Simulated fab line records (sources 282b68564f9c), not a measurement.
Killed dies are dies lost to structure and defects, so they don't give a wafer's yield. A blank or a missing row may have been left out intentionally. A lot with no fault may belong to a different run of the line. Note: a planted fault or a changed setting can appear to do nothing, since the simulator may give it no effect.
fab line records    flow ritCmos    part 2 of 2: steps 32 to 32 of 32
record lots=5  wafers=23
route steps=202 shown ACTIVE@7 FOX2@23 PWELL@40 NRETRO@54 PRETRO@72 GATE@79 PLDD@122 NSD@132 M1@202
startH: hours from the record's first day to the start of the lot's first wafer shown    waitH: hours from the lot's prior step to this one    " same as the row above    L1.1+2: one row covering several wafers at once    - no value, or no start was given    * or withheld: withheld    < > ~ a bound
route shown NAME@n: a module of which the file shows steps, and the number in the route of the first    usual: mean/standard deviation of fault-free wafers    same: alike in all rows    chamber/n: place in a boat    sites: readings site by site    _std_site: standard deviation of those values    _edge_site: the outer-site mean with the inner-site mean subtracted    radiusMm: for every site, how far away it sits from the centre of the wafer    mask NAME#n: copy n    behind: tool/chamber where the wafer was last shaped    hold: cause of the lot's hold/its duration in hours/its outcome    device: names the non-switching transistor (n, p or np)    end of line: the same wafers' tests at the end of the route    a step without rows: its recipe alone    killed: at the first sort, the dies lost to defects and structure; wafer yield is something else    map: shows each die of a wafer: x if killed, . if not, _ if none is there
set.NAME: the setting that was run; set.NAME@STEP: the one run at that earlier step    model.NAME: the simulator's own value behind a step, which no gauge read
lots where settings were altered on purpose, with a table for each step and a row for each wafer
## steps
# step RIT_M1_PROBE_99
# usual killedAtContacts=0.1/0.25  killedAtFrontEnd=7/3.3  killedDies=7/3.3  killedOpen=3.1/2  killedShort=3.8/2.3
# same grossDies=264  killed_at_M0_to_M3=0  killed_at_M4_up=0  killedAtBackSide=0  killedAtOther=0
lot.wafer  tool       chamber  startH  waitH  set.developTimeS@GATE_DEVELOP_15  killedAtContacts  killedAtFrontEnd  killedDies  killedOpen  killedShort  model.etest.nmos_0p15.driveUaUm  model.etest.nmos_0p15.rOnOhmUm  model.etest.nmos_0p3.rOnOhmUm  model.etest.pmos_0p15.rOnOhmUm  model.etest.pmos_0p3.rOnOhmUm  model.etest.pmosTurned.rOnOhmUm
L078.1     prober-01  -        80.87   0.1    50                                0                 8                 8           4           4            466.9                            1113                            2110                           2829                            6223                           3541
L078.2     prober-01  -        80.92   0.1    50                                0                 10                10          6           4            479.5                            1101                            2098                           2705                            6089                           3349
L078.3     prober-01  -        80.97   0.2    50                                0                 5                 5           2           3            465.4                            1130                            2134                           2798                            6198                           3403
L078.5     prober-01  -        81.07   0.2    50                                0                 11                11          5           5            483.6                            1093                            2123                           2676                            6085                           3339
L078.6     prober-01  -        81.12   0.2    50                                0                 10                10          5           4            485.2                            1067                            2063                           2668                            6045                           3314
L080.1     prober-01  -        89.20   0.1    50                                0                 3                 3           3           0            458                              1159                            2194                           2720                            6385                           3376
L080.5     prober-01  -        89.40   0.2    50                                0                 4                 4           3           1            456.4                            1098                            2184                           2699                            6417                           3353
L080.6     prober-01  -        89.45   0.2    50                                1                 14                15          6           9            457.2                            1175                            2236                           2770                            6436                           3402
L081.1     prober-02  -        111.24  0.1    43.58                             0                 104               104         6           2            -                                -                               -                              -                               -                              -
L081.2     prober-02  -        111.29  0.1    43.58                             0                 97                97          0           2            374                              1350                            2344                           3555                            6984                           4274
L081.4     prober-02  -        111.39  0.2    50                                0                 2                 2           2           0            453.5                            1117                            2141                           2975                            6418                           3736
L081.5     prober-02  -        111.44  0.2    43.58                             0                 106               106         3           2            379.9                            1324                            2319                           3551                            6942                           4301
L081.6     prober-02  -        111.49  0.2    50                                0                 6                 6           2           4            451.5                            1129                            2147                           2910                            6217                           3587
L084.1     prober-01  -        112.74  0.1    52.8                              0                 7                 7           1           6            510                              1037                            2090                           2516                            6069                           3148
L084.2     prober-01  -        112.79  0.1    50                                0                 11                11          5           6            469.3                            1110                            2139                           2746                            6302                           3359
L084.3     prober-01  -        112.84  0.2    50                                0                 7                 7           2           5            469                              1135                            2198                           2699                            6247                           3300
L084.4     prober-01  -        112.89  0.2    50                                0                 11                11          3           8            467.6                            1140                            2182                           2742                            6237                           3326
L084.5     prober-01  -        112.94  0.2    52.8                              0                 8                 8           6           2            514.4                            1049                            2088                           2550                            6067                           3145
L085.1     prober-02  -        116.69  0.1    50                                0                 5                 5           2           3            470.7                            1143                            2137                           2865                            6336                           3602
L085.2     prober-02  -        116.74  0.1    50                                0                 4                 4           3           1            447.6                            1177                            2191                           3060                            6550                           3873
L085.4     prober-02  -        116.84  0.2    44.26                             0                 52                52          3           1            393.3                            1255                            2290                           3327                            6762                           4074
L085.5     prober-02  -        116.89  0.2    50                                0                 6                 6           3           2            468                              1143                            2151                           2896                            6362                           3633
L085.6     prober-02  -        116.94  0.2    44.26                             0                 52                52          4           7            385.3                            1291                            2313                           3445                            6944                           4199
# killed by level:class
L078.1 GATE:geometricParticle:open=3 FOX1:geometricParticle:short=1 GATE:geometricParticle:short=1 REOX:geometricParticle:short=1 SILICIDE:geometricParticle:open=1 SILICIDE:geometricParticle:short=1
L078.2 FOX2:geometricParticle:open=3 GATE:geometricParticle:short=2 FOX2:geometricParticle:short=1 GATE:geometricParticle:open=1 REOX:geometricParticle:short=1 REOX:geometricParticle:open=1 SPACER:geometricParticle:open=1
L078.3 FOX1:geometricParticle:open=1 FOX1:geometricParticle:short=1 FOX2:geometricParticle:open=1 REOX:geometricParticle:short=1 SILICIDE:geometricParticle:short=1
L078.5 GATE:geometricParticle:open=3 GATE:geometricParticle:short=3 FOX2:geometricParticle:short=1 FOX2:geometricParticle:open=1 SILICIDE:geometricParticle:open=1 SILICIDE:geometricParticle:short=1 NRETRO:coatMicrobubblePrinted=1
L078.6 GATE:geometricParticle:short=4 GATE:geometricParticle:open=4 SILICIDE:geometricParticle:open=1 NRETRO:coatMicrobubblePrinted=1
L080.1 GATE:geometricParticle:open=2 SILICIDE:geometricParticle:open=1
L080.5 GATE:geometricParticle:open=2 GATE:geometricParticle:short=1 REOX:geometricParticle:open=1
L080.6 GATE:geometricParticle:short=5 FOX1:geometricParticle:short=3 GATE:geometricParticle:open=3 FOX2:geometricParticle:open=1 SPACER:geometricParticle:short=1 SILICIDE:geometricParticle:open=1 CONTACT:geometricParticle:open=1
L081.1 GATE:areaDevelop=96 GATE:geometricParticle:open=2 SILICIDE:geometricParticle:short=2 SILICIDE:geometricParticle:open=2 REOX:geometricParticle:open=1 SPACER:geometricParticle:open=1
L081.2 GATE:areaDevelop=95 GATE:geometricParticle:short=2
L081.4 GATE:geometricParticle:open=2
L081.5 GATE:areaDevelop=101 GATE:geometricParticle:open=2 GATE:geometricParticle:short=1 SILICIDE:geometricParticle:open=1 SILICIDE:geometricParticle:short=1
L081.6 GATE:geometricParticle:short=2 FOX1:geometricParticle:open=1 FOX1:geometricParticle:short=1 GATE:geometricParticle:open=1 REOX:geometricParticle:short=1
L084.1 GATE:geometricParticle:short=3 FOX1:geometricParticle:short=1 SPACER:geometricParticle:short=1 SILICIDE:geometricParticle:short=1 SILICIDE:geometricParticle:open=1
L084.2 GATE:geometricParticle:short=2 REOX:geometricParticle:open=2 SPACER:geometricParticle:short=2 FOX2:geometricParticle:short=1 GATE:geometricParticle:open=1 REOX:geometricParticle:short=1 SPACER:geometricParticle:open=1 SILICIDE:geometricParticle:open=1
L084.3 SPACER:geometricParticle:short=2 FOX1:geometricParticle:open=1 FOX2:geometricParticle:short=1 GATE:geometricParticle:short=1 REOX:geometricParticle:short=1 SPACER:geometricParticle:open=1
L084.4 GATE:geometricParticle:short=4 FOX1:geometricParticle:short=2 SPACER:geometricParticle:open=2 FOX1:geometricParticle:open=1 REOX:geometricParticle:short=1 SPACER:geometricParticle:short=1
L084.5 FOX1:geometricParticle:open=3 FOX2:geometricParticle:open=1 GATE:geometricParticle:short=1 REOX:geometricParticle:open=1 SPACER:geometricParticle:open=1 SPACER:geometricParticle:short=1
L085.1 FOX1:geometricParticle:open=1 FOX2:geometricParticle:short=1 GATE:geometricParticle:short=1 GATE:geometricParticle:open=1 REOX:geometricParticle:short=1
L085.2 GATE:geometricParticle:open=2 FOX1:geometricParticle:short=1 FOX1:geometricParticle:open=1
L085.4 GATE:areaDevelop=48 FOX1:geometricParticle:open=1 GATE:geometricParticle:open=1 GATE:geometricParticle:short=1 REOX:geometricParticle:open=1
L085.5 REOX:geometricParticle:open=2 FOX1:geometricParticle:short=1 SPACER:geometricParticle:short=1 SPACER:geometricParticle:open=1 PSD:coatMicrobubblePrinted=1
L085.6 GATE:areaDevelop=41 SPACER:geometricParticle:short=3 FOX2:geometricParticle:open=2 GATE:geometricParticle:short=2 FOX2:geometricParticle:short=1 GATE:geometricParticle:open=1 SILICIDE:geometricParticle:open=1 SILICIDE:geometricParticle:short=1
## key
split step=RIT_ACTIVE_COAT_06  setting=resistThkNm  stated=1000  by=wafer
response step=RIT_ACTIVE_COAT_06  reading=model.NOVOLAK_of_ACTIVE_COAT_06.thkNm  change=+9.91  per=1%  r=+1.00
split step=RIT_FOX2_OXIDATION_00  setting=tempC  stated=1100  by=lot
response step=RIT_FOX2_OXIDATION_00  reading=model.SiO2_of_FOX2_OXIDATION_00.thkNm  change=+18  per=1%  r=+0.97
response step=RIT_FOX2_THK_MEAS_01  reading=FOX2_OXIDE_THK  change=+18  per=1%  r=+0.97
response step=RIT_FOX2_THK_MEAS_90  reading=FIELD_OXIDE_LEFT_1_THK  change=+18  per=1%  r=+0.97
response step=RIT_GATE_CLEAN_04  reading=model.SiO2_of_FOX2_OXIDATION_00.thkNm  change=+18.6  per=1%  r=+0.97
response step=RIT_FOX2_THK_MEAS_91  reading=FIELD_OXIDE_LEFT_2_THK  change=+18.6  per=1%  r=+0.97
split step=RIT_PWELL_COAT_01  setting=resistThkNm  stated=1300  by=wafer
response step=RIT_PWELL_COAT_01  reading=model.NOVOLAK_of_PWELL_COAT_01.thkNm  change=+13  per=1%  r=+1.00
response step=RIT_PWELL_HARDBAKE_07  reading=model.NOVOLAK_of_PWELL_COAT_01.thkNm  change=+11.2  per=1%  r=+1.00
split step=RIT_PWELL_IMPLANT_08  setting=energyKev  stated=170  by=wafer
response step=RIT_PWELL_IMPLANT_08  reading=model.implant.drpNm  change=+0.334  per=1%  r=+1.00
split step=RIT_NRETRO_COAT_01  setting=spinRpm  stated=2000  by=wafer
response step=RIT_NRETRO_COAT_01  reading=model.NOVOLAK_of_NRETRO_COAT_01.thkNm  change=-6.95  per=1%  r=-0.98
response step=RIT_NRETRO_HARDBAKE_07  reading=model.NOVOLAK_of_NRETRO_COAT_01.thkNm  change=-5.99  per=1%  r=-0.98
split step=RIT_NRETRO_IMPLANT_08  setting=doseCm2  stated=1e+13  by=wafer
response step=RIT_NRETRO_TW_MEAS_10  reading=NRETRO_TW  change=+3.2  per=1%  r=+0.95
split step=RIT_PRETRO_IMPLANT_08  setting=energyKev  stated=45  by=wafer
response step=RIT_PRETRO_IMPLANT_08  reading=model.implant.rpNm  change=+1.37  per=1%  r=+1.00
response step=RIT_PRETRO_IMPLANT_08  reading=model.implant.drpNm  change=+0.33  per=1%  r=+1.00
split step=RIT_GATE_CLEAN_04  setting=timeS  stated=60  by=lot
response none clear
split step=RIT_GATE_DEVELOP_15  setting=developTimeS  stated=50  by=wafer
response step=RIT_M1_PROBE_99  reading=model.etest.pmos_0p15.rOnOhmUm  change=-42.4  per=1%  r=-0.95
response step=RIT_M1_PROBE_99  reading=model.etest.pmosTurned.rOnOhmUm  change=-42.2  per=1%  r=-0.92
response step=RIT_M1_PROBE_99  reading=model.etest.pmos_0p3.rOnOhmUm  change=-43.3  per=1%  r=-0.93
response step=RIT_M1_PROBE_99  reading=model.etest.nmos_0p3.rOnOhmUm  change=-13.6  per=1%  r=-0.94
response step=RIT_M1_PROBE_99  reading=model.etest.nmos_0p15.rOnOhmUm  change=-13.7  per=1%  r=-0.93
response step=RIT_M1_PROBE_99  reading=model.etest.nmos_0p15.driveUaUm  change=+6.28  per=1%  r=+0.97
split step=RIT_PLDD_IMPLANT_08  setting=doseCm2  stated=9e+14  by=wafer
response none in this file
split step=RIT_NSD_COAT_01  setting=spinRpm  stated=3250  by=wafer
response step=RIT_NSD_COAT_01  reading=model.NOVOLAK_of_NSD_COAT_01.thkNm  change=-4.81  per=1%  r=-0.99
response step=RIT_NSD_HARDBAKE_07  reading=model.NOVOLAK_of_NSD_COAT_01.thkNm  change=-4.2  per=1%  r=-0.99
split step=RIT_NSD_IMPLANT_08  setting=doseCm2  stated=1e+15  by=wafer
response none in this file
